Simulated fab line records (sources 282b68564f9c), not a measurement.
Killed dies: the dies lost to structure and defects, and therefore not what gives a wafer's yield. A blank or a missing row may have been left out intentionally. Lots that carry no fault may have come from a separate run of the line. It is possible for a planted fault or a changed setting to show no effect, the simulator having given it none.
fab line records / flow rit-cmos
[record] lots = 7 wafers = 21 last-day = 7
route steps=202 shown NWELL@35 PWELL@39 WELLDRIVE@50 NRETRO@53 M1@202
lots with no fault: from the same line, run without faults
start-h: the number of hours between the record's first day and the start of the first shown wafer of the lot / wait-h: hours from the lot's prior step to this one / " unchanged from the row above / L1.1+2: a single row standing in for several wafers / - value missing, or start not given / * or withheld: withheld / < > ~ a bound
route shown NAME@n: a module of which the file shows steps, and the number in the route of the first / usual: mean/standard deviation of fault-free wafers / same: alike in all rows / chamber/n: place in a boat / sites: each site's reading / _std_site: the values' standard deviation / _edge_site: the outer-site mean with the inner-site mean subtracted / radius-mm: how far each site lies from the wafer's centre / mask NAME#n: copy n / behind: the most recent tool/chamber to have shaped the wafer / hold: reason for holding the lot/hours on hold/outcome of the hold / device: the n, p or np transistor that did not switch / end of line: at the end of the route, the tests of the same wafers / a step without rows: its recipe alone / killed: dies lost to structure and defects at the first sort, not the wafer's yield / map: a wafer's dies, marking killed ones x, the rest . and places with no die _
set.NAME: the setting as run; set.NAME@STEP: as run at that earlier step / model.NAME: the simulator's own value behind a step, which no gauge read
lots seen at some steps along the route; tables by step, rows by wafer
services: when a tool's chamber went out of use (start-h, in hours from the record's first day, below 0 if earlier), for how many hours, and the reason
[[steps]]
[step RIT_NWELL_HARDBAKE_07]
[recipe] resist = NOVOLAK temp-c = 140 time-s = 120
[step RIT_NWELL_IMPLANT_08]
[recipe] species = P energy-kev = 166.8 dose-cm2 = 5e+13 tilt-deg = 7
[step RIT_NWELL_STRIP_09]
[recipe] chemistry = O2 time-s = 180 resist = NOVOLAK platen-temp-c = withheld power-w = 500 pressure-mtorr = 4000 o2-flow-sccm = 4000
[usual] drypump-motor-current-A = 5.4/0.47
lot.wafer=L183.2 tool=plasma-asher-01 chamber=1 start-h=26.68 wait-h=0.1 drypump-motor-current-A=5.3 rf-hours-counter-h=38
lot.wafer=L183.3 tool=plasma-asher-01 chamber=0 start-h=26.68 wait-h=0.1 drypump-motor-current-A=5.1 rf-hours-counter-h=-
lot.wafer=L183.6 tool=plasma-asher-01 chamber=0 start-h=26.68 wait-h=0.1 drypump-motor-current-A=5.1 rf-hours-counter-h=-
lot.wafer=L186.4 tool=plasma-asher-04 chamber=1 start-h=42.61 wait-h=0.1 drypump-motor-current-A=5.4 rf-hours-counter-h=-
lot.wafer=L186.5 tool=plasma-asher-04 chamber=0 start-h=42.61 wait-h=0.1 drypump-motor-current-A=4.8 rf-hours-counter-h=-
lot.wafer=L186.6 tool=plasma-asher-04 chamber=1 start-h=42.61 wait-h=0.1 drypump-motor-current-A=5.4 rf-hours-counter-h=-
lot.wafer=L190.4 tool=plasma-asher-04 chamber=1 start-h=60.79 wait-h=0.1 drypump-motor-current-A=5.4 rf-hours-counter-h=-
lot.wafer=L190.5 tool=plasma-asher-04 chamber=1 start-h=60.79 wait-h=0.1 drypump-motor-current-A=5.4 rf-hours-counter-h=-
lot.wafer=L190.6 tool=plasma-asher-04 chamber=0 start-h=60.79 wait-h=0.1 drypump-motor-current-A=4.8 rf-hours-counter-h=-
lot.wafer=L193.3 tool=plasma-asher-03 chamber=0 start-h=78.69 wait-h=0.1 drypump-motor-current-A=5.9 rf-hours-counter-h=-
lot.wafer=L193.4 tool=plasma-asher-03 chamber=1 start-h=78.69 wait-h=0.1 drypump-motor-current-A=6.2 rf-hours-counter-h=-
lot.wafer=L193.5 tool=plasma-asher-03 chamber=1 start-h=78.69 wait-h=0.1 drypump-motor-current-A=6.2 rf-hours-counter-h=-
lot.wafer=L196.1 tool=plasma-asher-04 chamber=0 start-h=92.03 wait-h=0.1 drypump-motor-current-A=4.8 rf-hours-counter-h=46
lot.wafer=L196.4 tool=plasma-asher-04 chamber=0 start-h=92.03 wait-h=0.1 drypump-motor-current-A=4.8 rf-hours-counter-h=-
lot.wafer=L196.5 tool=plasma-asher-04 chamber=0 start-h=92.03 wait-h=0.1 drypump-motor-current-A=4.8 rf-hours-counter-h=-
lot.wafer=L198.2 tool=plasma-asher-04 chamber=1 start-h=102.62 wait-h=0.1 drypump-motor-current-A=5.4 rf-hours-counter-h=47
lot.wafer=L198.3 tool=plasma-asher-04 chamber=0 start-h=102.62 wait-h=0.1 drypump-motor-current-A=4.8 rf-hours-counter-h=-
lot.wafer=L198.6 tool=plasma-asher-04 chamber=1 start-h=102.62 wait-h=0.1 drypump-motor-current-A=5.4 rf-hours-counter-h=-
lot.wafer=L202.2 tool=plasma-asher-01 chamber=1 start-h=121.37 wait-h=0.1 drypump-motor-current-A=5.3 rf-hours-counter-h=48
lot.wafer=L202.4 tool=plasma-asher-01 chamber=0 start-h=121.37 wait-h=0.1 drypump-motor-current-A=5.1 rf-hours-counter-h=-
lot.wafer=L202.6 tool=plasma-asher-01 chamber=1 start-h=121.37 wait-h=0.1 drypump-motor-current-A=5.3 rf-hours-counter-h=-
[step RIT_NWELL_TW_MEAS_10]
[usual] NWELL_TW = 2156/25
lot.wafer=L183.2 tool=film-metro-03 chamber=- start-h=26.87 wait-h=0.1 NWELL_TW=2141
lot.wafer=L183.3 tool=film-metro-03 chamber=- start-h=26.87 wait-h=0.1 NWELL_TW=2145
lot.wafer=L183.6 tool=film-metro-03 chamber=- start-h=26.87 wait-h=0.1 NWELL_TW=2145
lot.wafer=L186.4 tool=film-metro-02 chamber=- start-h=42.76 wait-h=0.1 NWELL_TW=2126
lot.wafer=L186.5 tool=film-metro-02 chamber=- start-h=42.76 wait-h=0.1 NWELL_TW=2125
lot.wafer=L186.6 tool=film-metro-02 chamber=- start-h=42.76 wait-h=0.1 NWELL_TW=2113
lot.wafer=L190.4 tool=film-metro-03 chamber=- start-h=60.94 wait-h=0.1 NWELL_TW=2157
lot.wafer=L190.5 tool=film-metro-03 chamber=- start-h=60.94 wait-h=0.1 NWELL_TW=2156
lot.wafer=L190.6 tool=film-metro-03 chamber=- start-h=60.94 wait-h=0.1 NWELL_TW=2153
lot.wafer=L193.3 tool=film-metro-03 chamber=- start-h=78.83 wait-h=0.1 NWELL_TW=2166
lot.wafer=L193.4 tool=film-metro-03 chamber=- start-h=78.83 wait-h=0.1 NWELL_TW=2180
lot.wafer=L193.5 tool=film-metro-03 chamber=- start-h=78.83 wait-h=0.1 NWELL_TW=2156
lot.wafer=L196.1 tool=film-metro-03 chamber=- start-h=92.20 wait-h=0.1 NWELL_TW=2157
lot.wafer=L196.4 tool=film-metro-03 chamber=- start-h=92.20 wait-h=0.1 NWELL_TW=2165
lot.wafer=L196.5 tool=film-metro-03 chamber=- start-h=92.20 wait-h=0.1 NWELL_TW=2165
lot.wafer=L198.2 tool=film-metro-02 chamber=- start-h=102.81 wait-h=0.1 NWELL_TW=2119
lot.wafer=L198.3 tool=film-metro-02 chamber=- start-h=102.81 wait-h=0.1 NWELL_TW=2128
lot.wafer=L198.6 tool=film-metro-02 chamber=- start-h=102.81 wait-h=0.1 NWELL_TW=2117
lot.wafer=L202.2 tool=film-metro-03 chamber=- start-h=121.55 wait-h=0.1 NWELL_TW=2147
lot.wafer=L202.4 tool=film-metro-03 chamber=- start-h=121.55 wait-h=0.1 NWELL_TW=2134
lot.wafer=L202.6 tool=film-metro-03 chamber=- start-h=121.55 wait-h=0.1 NWELL_TW=2140
[step RIT_PWELL_HMDS_00]
[recipe] prime-time-s = 60 prime-temp-c = 140
[step RIT_PWELL_COAT_01]
[recipe] resist = NOVOLAK spin-rpm = 2000 resist-thk-nm = 1300
[step RIT_PWELL_SOFTBAKE_02]
[recipe] resist = NOVOLAK temp-c = 90 time-s = 60
[step RIT_PWELL_EXPOSE_03]
[recipe] mask-id = M3 na = 0.57 target-cd-nm = 43700 dose-mj = 250
[step RIT_PWELL_PEB_04]
[recipe] resist = NOVOLAK temp-c = withheld time-s = withheld
[step RIT_PWELL_DEVELOP_05]
[recipe] resist = NOVOLAK develop-time-s = 68 dev-temp-c = 23
[step RIT_PWELL_OVL_MEAS_06]
[usual] PWELL_OVL = -0.9/1.3
lot.wafer=L183.2 tool=overlay-02 chamber=- start-h=27.81 wait-h=- PWELL_OVL[nm]=-0.3
lot.wafer=L183.3 tool=overlay-02 chamber=- start-h=27.81 wait-h=- PWELL_OVL[nm]=0.0
lot.wafer=L183.6 tool=overlay-02 chamber=- start-h=27.81 wait-h=- PWELL_OVL[nm]=-2.5
lot.wafer=L186.4 tool=overlay-02 chamber=- start-h=43.81 wait-h=- PWELL_OVL[nm]=0.8
lot.wafer=L186.5 tool=overlay-02 chamber=- start-h=43.81 wait-h=- PWELL_OVL[nm]=0.5
lot.wafer=L186.6 tool=overlay-02 chamber=- start-h=43.81 wait-h=- PWELL_OVL[nm]=2.9
lot.wafer=L190.4 tool=overlay-01 chamber=- start-h=62.08 wait-h=- PWELL_OVL[nm]=-1.7
lot.wafer=L190.5 tool=overlay-01 chamber=- start-h=62.08 wait-h=- PWELL_OVL[nm]=-2.6
lot.wafer=L190.6 tool=overlay-01 chamber=- start-h=62.08 wait-h=- PWELL_OVL[nm]=-2.4
lot.wafer=L193.3 tool=overlay-01 chamber=- start-h=79.89 wait-h=- PWELL_OVL[nm]=0.3
lot.wafer=L193.4 tool=overlay-01 chamber=- start-h=79.89 wait-h=- PWELL_OVL[nm]=0.6
lot.wafer=L193.5 tool=overlay-01 chamber=- start-h=79.89 wait-h=- PWELL_OVL[nm]=-0.4
lot.wafer=L196.1 tool=overlay-01 chamber=- start-h=93.33 wait-h=- PWELL_OVL[nm]=-0.6
lot.wafer=L196.4 tool=overlay-01 chamber=- start-h=93.33 wait-h=- PWELL_OVL[nm]=-0.5
lot.wafer=L196.5 tool=overlay-01 chamber=- start-h=93.33 wait-h=- PWELL_OVL[nm]=-3.1
lot.wafer=L198.2 tool=overlay-02 chamber=- start-h=103.87 wait-h=- PWELL_OVL[nm]=-0.9
lot.wafer=L198.3 tool=overlay-02 chamber=- start-h=103.87 wait-h=- PWELL_OVL[nm]=2.2
lot.wafer=L198.6 tool=overlay-02 chamber=- start-h=103.87 wait-h=- PWELL_OVL[nm]=-1.5
lot.wafer=L202.2 tool=overlay-02 chamber=- start-h=122.61 wait-h=- PWELL_OVL[nm]=0.5
lot.wafer=L202.4 tool=overlay-02 chamber=- start-h=122.61 wait-h=- PWELL_OVL[nm]=-2.4
lot.wafer=L202.6 tool=overlay-02 chamber=- start-h=122.61 wait-h=- PWELL_OVL[nm]=-2.1
[step RIT_PWELL_HARDBAKE_07]
[recipe] resist = NOVOLAK temp-c = 140 time-s = 120
[step RIT_PWELL_IMPLANT_08]
[recipe] species = B energy-kev = 170 dose-cm2 = 7.048e+13 tilt-deg = 7
lot.wafer=L183.2+3+6 tool=implanter-03 chamber=0 start-h=28.11 wait-h=0.2
lot.wafer=L186.4+5+6 tool=implanter-01 chamber=0 start-h=44.15 wait-h=0.2
lot.wafer=L190.4+5+6 tool=implanter-01 chamber=0 start-h=62.42 wait-h=0.2
lot.wafer=L190.4+5+6 tool=implanter-01 chamber=0 start-h=62.74 wait-h=0.3
lot.wafer=L193.3+4+5 tool=implanter-01 chamber=0 start-h=80.21 wait-h=0.2
lot.wafer=L193.3+4+5 tool=implanter-01 chamber=0 start-h=80.53 wait-h=0.3
lot.wafer=L196.1+4+5 tool=implanter-03 chamber=0 start-h=93.61 wait-h=0.2
lot.wafer=L198.2+3+6 tool=implanter-01 chamber=0 start-h=104.17 wait-h=0.2
lot.wafer=L198.2+3+6 tool=implanter-01 chamber=0 start-h=104.49 wait-h=0.3
lot.wafer=L202.2+4+6 tool=implanter-04 chamber=0 start-h=122.92 wait-h=0.2
[step RIT_PWELL_STRIP_09]
[recipe] chemistry = O2 time-s = 180 resist = NOVOLAK platen-temp-c = withheld power-w = 500 pressure-mtorr = 4000 o2-flow-sccm = 4000
[usual] drypump-motor-current-A = 5.3/0.38
lot.wafer=L183.2 tool=plasma-asher-01 chamber=1 start-h=28.24 wait-h=0.1 drypump-motor-current-A=5.3 rf-hours-counter-h=38
lot.wafer=L183.3 tool=plasma-asher-01 chamber=0 start-h=28.24 wait-h=0.1 drypump-motor-current-A=5.1 rf-hours-counter-h=-
lot.wafer=L183.6 tool=plasma-asher-01 chamber=1 start-h=28.24 wait-h=0.1 drypump-motor-current-A=5.3 rf-hours-counter-h=-
lot.wafer=L186.4 tool=plasma-asher-01 chamber=0 start-h=44.29 wait-h=0.1 drypump-motor-current-A=5.1 rf-hours-counter-h=-
lot.wafer=L186.5 tool=plasma-asher-01 chamber=0 start-h=44.29 wait-h=0.1 drypump-motor-current-A=5.1 rf-hours-counter-h=-
lot.wafer=L186.6 tool=plasma-asher-01 chamber=1 start-h=44.29 wait-h=0.1 drypump-motor-current-A=5.3 rf-hours-counter-h=-
lot.wafer=L190.4 tool=plasma-asher-02 chamber=1 start-h=62.87 wait-h=0.1 drypump-motor-current-A=4.9 rf-hours-counter-h=-
lot.wafer=L190.5 tool=plasma-asher-02 chamber=1 start-h=62.87 wait-h=0.1 drypump-motor-current-A=4.9 rf-hours-counter-h=-
lot.wafer=L190.6 tool=plasma-asher-02 chamber=0 start-h=62.87 wait-h=0.1 drypump-motor-current-A=5.9 rf-hours-counter-h=-
lot.wafer=L193.3 tool=plasma-asher-01 chamber=0 start-h=80.69 wait-h=0.1 drypump-motor-current-A=5.1 rf-hours-counter-h=-
lot.wafer=L193.4 tool=plasma-asher-01 chamber=1 start-h=80.69 wait-h=0.1 drypump-motor-current-A=5.3 rf-hours-counter-h=-
lot.wafer=L193.5 tool=plasma-asher-01 chamber=1 start-h=80.69 wait-h=0.1 drypump-motor-current-A=5.3 rf-hours-counter-h=-
lot.wafer=L196.1 tool=plasma-asher-02 chamber=0 start-h=93.76 wait-h=0.1 drypump-motor-current-A=5.9 rf-hours-counter-h=44
lot.wafer=L196.4 tool=plasma-asher-02 chamber=1 start-h=93.76 wait-h=0.1 drypump-motor-current-A=4.9 rf-hours-counter-h=-
lot.wafer=L196.5 tool=plasma-asher-02 chamber=1 start-h=93.76 wait-h=0.1 drypump-motor-current-A=4.9 rf-hours-counter-h=-
lot.wafer=L198.2 tool=plasma-asher-02 chamber=0 start-h=104.62 wait-h=0.1 drypump-motor-current-A=5.9 rf-hours-counter-h=45
lot.wafer=L198.3 tool=plasma-asher-02 chamber=1 start-h=104.62 wait-h=0.1 drypump-motor-current-A=4.9 rf-hours-counter-h=-
lot.wafer=L198.6 tool=plasma-asher-02 chamber=0 start-h=104.62 wait-h=0.1 drypump-motor-current-A=5.9 rf-hours-counter-h=-
lot.wafer=L202.2 tool=plasma-asher-01 chamber=1 start-h=123.04 wait-h=0.1 drypump-motor-current-A=5.3 rf-hours-counter-h=48
lot.wafer=L202.4 tool=plasma-asher-01 chamber=0 start-h=123.04 wait-h=0.1 drypump-motor-current-A=5.1 rf-hours-counter-h=-
lot.wafer=L202.6 tool=plasma-asher-01 chamber=0 start-h=123.04 wait-h=0.1 drypump-motor-current-A=5.1 rf-hours-counter-h=-
[step RIT_PWELL_TW_MEAS_10]
[usual] PWELL_TW = 962/9.4
lot.wafer=L183.2 tool=film-metro-04 chamber=- start-h=28.42 wait-h=0.1 PWELL_TW=976
lot.wafer=L183.3 tool=film-metro-04 chamber=- start-h=28.42 wait-h=0.1 PWELL_TW=979
lot.wafer=L183.6 tool=film-metro-04 chamber=- start-h=28.42 wait-h=0.1 PWELL_TW=980
lot.wafer=L186.4 tool=film-metro-03 chamber=- start-h=44.43 wait-h=0.1 PWELL_TW=959
lot.wafer=L186.5 tool=film-metro-03 chamber=- start-h=44.43 wait-h=0.1 PWELL_TW=957
lot.wafer=L186.6 tool=film-metro-03 chamber=- start-h=44.43 wait-h=0.1 PWELL_TW=958
lot.wafer=L190.4 tool=film-metro-03 chamber=- start-h=63.02 wait-h=0.1 PWELL_TW=1206
lot.wafer=L190.5 tool=film-metro-03 chamber=- start-h=63.02 wait-h=0.1 PWELL_TW=1204
lot.wafer=L190.6 tool=film-metro-03 chamber=- start-h=63.02 wait-h=0.1 PWELL_TW=1201
lot.wafer=L193.3 tool=film-metro-04 chamber=- start-h=80.82 wait-h=0.1 PWELL_TW=1208
lot.wafer=L193.4 tool=film-metro-04 chamber=- start-h=80.82 wait-h=0.1 PWELL_TW=1214
lot.wafer=L193.5 tool=film-metro-04 chamber=- start-h=80.82 wait-h=0.1 PWELL_TW=1204
lot.wafer=L196.1 tool=film-metro-02 chamber=- start-h=93.94 wait-h=0.1 PWELL_TW=954
lot.wafer=L196.4 tool=film-metro-02 chamber=- start-h=93.94 wait-h=0.1 PWELL_TW=957
lot.wafer=L196.5 tool=film-metro-02 chamber=- start-h=93.94 wait-h=0.1 PWELL_TW=955
lot.wafer=L198.2 tool=film-metro-03 chamber=- start-h=104.80 wait-h=0.1 PWELL_TW=1187
lot.wafer=L198.3 tool=film-metro-03 chamber=- start-h=104.80 wait-h=0.1 PWELL_TW=1190
lot.wafer=L198.6 tool=film-metro-03 chamber=- start-h=104.80 wait-h=0.1 PWELL_TW=1188
lot.wafer=L202.2 tool=film-metro-03 chamber=- start-h=123.23 wait-h=0.1 PWELL_TW=961
lot.wafer=L202.4 tool=film-metro-03 chamber=- start-h=123.23 wait-h=0.1 PWELL_TW=957
lot.wafer=L202.6 tool=film-metro-03 chamber=- start-h=123.23 wait-h=0.1 PWELL_TW=960
[step RIT_WELLDRIVE_ANNEAL_00]
[recipe] temp-c = 1100 time-s = 14700 ambient = N2
[step RIT_WELLDRIVE_RS_MEAS_01]
[recipe] thk-meas-gauge = four-point-probe
[usual] NWELL_RS = 275.7/0.8
lot.wafer=L183.2 tool=film-metro-03 chamber=- start-h=33.58 wait-h=0.0 NWELL_RS[ohm/sq]=275.6
lot.wafer=L183.3 tool=film-metro-03 chamber=- start-h=33.58 wait-h=0.0 NWELL_RS[ohm/sq]=276.0
lot.wafer=L183.6 tool=film-metro-03 chamber=- start-h=33.58 wait-h=0.0 NWELL_RS[ohm/sq]=275.3
lot.wafer=L186.4 tool=film-metro-03 chamber=- start-h=49.97 wait-h=0.1 NWELL_RS[ohm/sq]=275.3
lot.wafer=L186.5 tool=film-metro-03 chamber=- start-h=49.97 wait-h=0.1 NWELL_RS[ohm/sq]=274.8
lot.wafer=L186.6 tool=film-metro-03 chamber=- start-h=49.97 wait-h=0.1 NWELL_RS[ohm/sq]=276.0
lot.wafer=L190.4 tool=film-metro-03 chamber=- start-h=68.19 wait-h=0.1 NWELL_RS[ohm/sq]=274.9
lot.wafer=L190.5 tool=film-metro-03 chamber=- start-h=68.19 wait-h=0.1 NWELL_RS[ohm/sq]=275.4
lot.wafer=L190.6 tool=film-metro-03 chamber=- start-h=68.19 wait-h=0.1 NWELL_RS[ohm/sq]=275.5
lot.wafer=L193.3 tool=film-metro-03 chamber=- start-h=85.99 wait-h=0.0 NWELL_RS[ohm/sq]=275.4
lot.wafer=L193.4 tool=film-metro-03 chamber=- start-h=85.99 wait-h=0.0 NWELL_RS[ohm/sq]=274.5
lot.wafer=L193.5 tool=film-metro-03 chamber=- start-h=85.99 wait-h=0.0 NWELL_RS[ohm/sq]=274.9
lot.wafer=L196.1 tool=film-metro-03 chamber=- start-h=99.25 wait-h=0.0 NWELL_RS[ohm/sq]=275.8
lot.wafer=L196.4 tool=film-metro-03 chamber=- start-h=99.25 wait-h=0.0 NWELL_RS[ohm/sq]=276.1
lot.wafer=L196.5 tool=film-metro-03 chamber=- start-h=99.25 wait-h=0.0 NWELL_RS[ohm/sq]=276.1
lot.wafer=L198.2 tool=film-metro-02 chamber=- start-h=109.98 wait-h=0.0 NWELL_RS[ohm/sq]=276.8
lot.wafer=L198.3 tool=film-metro-02 chamber=- start-h=109.98 wait-h=0.0 NWELL_RS[ohm/sq]=276.8
lot.wafer=L198.6 tool=film-metro-02 chamber=- start-h=109.98 wait-h=0.0 NWELL_RS[ohm/sq]=276.6
lot.wafer=L202.2 tool=film-metro-02 chamber=- start-h=128.38 wait-h=0.0 NWELL_RS[ohm/sq]=276.1
lot.wafer=L202.4 tool=film-metro-02 chamber=- start-h=128.38 wait-h=0.0 NWELL_RS[ohm/sq]=276.3
lot.wafer=L202.6 tool=film-metro-02 chamber=- start-h=128.38 wait-h=0.0 NWELL_RS[ohm/sq]=275.5
[step RIT_WELLDRIVE_RS_MEAS_02]
[recipe] thk-meas-gauge = four-point-probe
[usual] PWELL_RS = 427.8/1.4
lot.wafer=L183.2 tool=film-metro-03 chamber=- start-h=33.70 wait-h=0.1 PWELL_RS[ohm/sq]=428.9
lot.wafer=L183.3 tool=film-metro-03 chamber=- start-h=33.70 wait-h=0.1 PWELL_RS[ohm/sq]=428.2
lot.wafer=L183.6 tool=film-metro-03 chamber=- start-h=33.70 wait-h=0.1 PWELL_RS[ohm/sq]=428.2
lot.wafer=L186.4 tool=film-metro-03 chamber=- start-h=50.09 wait-h=0.1 PWELL_RS[ohm/sq]=427.6
lot.wafer=L186.5 tool=film-metro-03 chamber=- start-h=50.09 wait-h=0.1 PWELL_RS[ohm/sq]=427.6
lot.wafer=L186.6 tool=film-metro-03 chamber=- start-h=50.09 wait-h=0.1 PWELL_RS[ohm/sq]=426.6
lot.wafer=L190.4 tool=film-metro-03 chamber=- start-h=69.16 wait-h=1.0 PWELL_RS[ohm/sq]=278.0
lot.wafer=L190.5 tool=film-metro-03 chamber=- start-h=69.16 wait-h=1.0 PWELL_RS[ohm/sq]=277.7
lot.wafer=L190.6 tool=film-metro-03 chamber=- start-h=69.16 wait-h=1.0 PWELL_RS[ohm/sq]=277.5
lot.wafer=L193.3 tool=film-metro-03 chamber=- start-h=86.11 wait-h=0.1 PWELL_RS[ohm/sq]=280.7
lot.wafer=L193.4 tool=film-metro-03 chamber=- start-h=86.11 wait-h=0.1 PWELL_RS[ohm/sq]=279.8
lot.wafer=L193.5 tool=film-metro-03 chamber=- start-h=86.11 wait-h=0.1 PWELL_RS[ohm/sq]=279.9
lot.wafer=L196.1 tool=film-metro-03 chamber=- start-h=99.37 wait-h=0.1 PWELL_RS[ohm/sq]=425.6
lot.wafer=L196.4 tool=film-metro-03 chamber=- start-h=99.37 wait-h=0.1 PWELL_RS[ohm/sq]=425.2
lot.wafer=L196.5 tool=film-metro-03 chamber=- start-h=99.37 wait-h=0.1 PWELL_RS[ohm/sq]=424.3
lot.wafer=L198.2 tool=film-metro-02 chamber=- start-h=110.10 wait-h=0.1 PWELL_RS[ohm/sq]=278.6
lot.wafer=L198.3 tool=film-metro-02 chamber=- start-h=110.10 wait-h=0.1 PWELL_RS[ohm/sq]=278.9
lot.wafer=L198.6 tool=film-metro-02 chamber=- start-h=110.10 wait-h=0.1 PWELL_RS[ohm/sq]=279.2
lot.wafer=L202.2 tool=film-metro-02 chamber=- start-h=128.50 wait-h=0.1 PWELL_RS[ohm/sq]=427.4
lot.wafer=L202.4 tool=film-metro-02 chamber=- start-h=128.50 wait-h=0.1 PWELL_RS[ohm/sq]=427.0
lot.wafer=L202.6 tool=film-metro-02 chamber=- start-h=128.50 wait-h=0.1 PWELL_RS[ohm/sq]=427.2
[step RIT_NRETRO_HMDS_00]
[recipe] prime-time-s = 60 prime-temp-c = 140
[step RIT_M1_PROBE_99]
[usual] killed-at-contacts = 0.1/0.31 killed-at-front-end = 7/3.2 killed-dies = 7/3.2 killed-on-rim = 1.9/1.4 killed-open = 3.6/1.9 killed-short = 3.6/2
[same] gross-dies = 264 killed_at_M0_to_M3 = 0 killed_at_M4_up = 0 killed-at-back-side = 0 killed-at-other = 0
lot.wafer=L193.3 tool=prober-02 chamber=- start-h=117.28 wait-h=0.2 killed-at-contacts=0 killed-at-front-end=7 killed-dies=7 killed-on-rim=1 killed-open=5 killed-short=2
lot.wafer=L193.4 tool=prober-02 chamber=- start-h=117.33 wait-h=0.2 killed-at-contacts=1 killed-at-front-end=7 killed-dies=8 killed-on-rim=4 killed-open=2 killed-short=6
lot.wafer=L193.5 tool=prober-02 chamber=- start-h=117.38 wait-h=0.2 killed-at-contacts=0 killed-at-front-end=6 killed-dies=6 killed-on-rim=1 killed-open=2 killed-short=4
lot.wafer=L198.2 tool=prober-02 chamber=- start-h=138.58 wait-h=0.1 killed-at-contacts=0 killed-at-front-end=5 killed-dies=5 killed-on-rim=0 killed-open=4 killed-short=1
lot.wafer=L198.3 tool=prober-02 chamber=- start-h=138.63 wait-h=0.2 killed-at-contacts=0 killed-at-front-end=6 killed-dies=6 killed-on-rim=0 killed-open=4 killed-short=2
lot.wafer=L198.6 tool=prober-02 chamber=- start-h=138.78 wait-h=0.2 killed-at-contacts=0 killed-at-front-end=3 killed-dies=3 killed-on-rim=1 killed-open=1 killed-short=2
// killed by level:class
L193.3 GATE:geometric-particle:short=2 REOX:geometric-particle:open=2 FOX1:geometric-particle:open=1 GATE:geometric-particle:open=1 SPACER:geometric-particle:open=1
L193.4 SPACER:geometric-particle:short=4 GATE:geometric-particle:short=1 GATE:geometric-particle:open=1 REOX:geometric-particle:short=1 CONTACT:geometric-particle:open=1
L193.5 GATE:geometric-particle:short=3 FOX1:geometric-particle:open=1 SPACER:geometric-particle:open=1 SILICIDE:geometric-particle:short=1
L198.2 GATE:geometric-particle:open=2 FOX1:geometric-particle:open=1 REOX:geometric-particle:open=1 SPACER:geometric-particle:short=1
L198.3 FOX1:geometric-particle:open=2 GATE:geometric-particle:short=1 SPACER:geometric-particle:open=1 SPACER:geometric-particle:short=1 SILICIDE:geometric-particle:open=1
L198.6 FOX1:geometric-particle:open=1 GATE:geometric-particle:short=1 SPACER:geometric-particle:short=1
[[services]]
tool=implanter-01 chamber=- start-h=5.20 hours=4.3 kind=repair
tool=plasma-asher-01 chamber=- start-h=71.10 hours=1.1 kind=repair
tool=plasma-asher-04 chamber=- start-h=93.70 hours=0.7 kind=repair
tool=plasma-asher-04 chamber=- start-h=108.75 hours=9.0 kind=pm
tool=plasma-asher-04 chamber=0 start-h=108.75 hours=9.0 kind=vent-cycle
tool=plasma-asher-04 chamber=1 start-h=108.75 hours=9.0 kind=vent-cycle
tool=implanter-04 chamber=- start-h=113.77 hours=1.9 kind=repair
tool=plasma-asher-04 chamber=- start-h=117.75 hours=2.8 kind=pm
tool=plasma-asher-04 chamber=0 start-h=117.75 hours=- kind=clean
tool=plasma-asher-04 chamber=1 start-h=117.75 hours=- kind=clean
tool=implanter-01 chamber=- start-h=122.30 hours=9.5 kind=repair
[[key]]
[first-sign] step = RIT_PWELL_IMPLANT_08 reading = visit direction = added
[effect] step = RIT_PWELL_TW_MEAS_10 reading = PWELL_TW direction = up sigmas = 25 usual = 962 struck = 1200
[effect] step = RIT_WELLDRIVE_RS_MEAS_02 reading = PWELL_RS direction = down sigmas = 99+ usual = 427.8 struck = 278.9
met-at RIT_PWELL_IMPLANT_08
struck-wafers L190.4,L190.5,L190.6,L193.3,L193.4,L193.5,L198.2,L198.3,L198.6
tester-left-out L190,L193,L198
[fault] kind = repeated-step-whole tool = implanter-01,implanter-03,implanter-04 chamber = - onset-h = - steps = RIT_PWELL_IMPLANT_08 times = 1 scope = struck-lots-only
// tester-left-out: of these lots the tester's yield and bins aren't shown, on N5 and GAA mostly nor the transistor test; their killed dies are dies lost to structure and defects alone, not to doping, threshold or leakage, so they don't give the yield
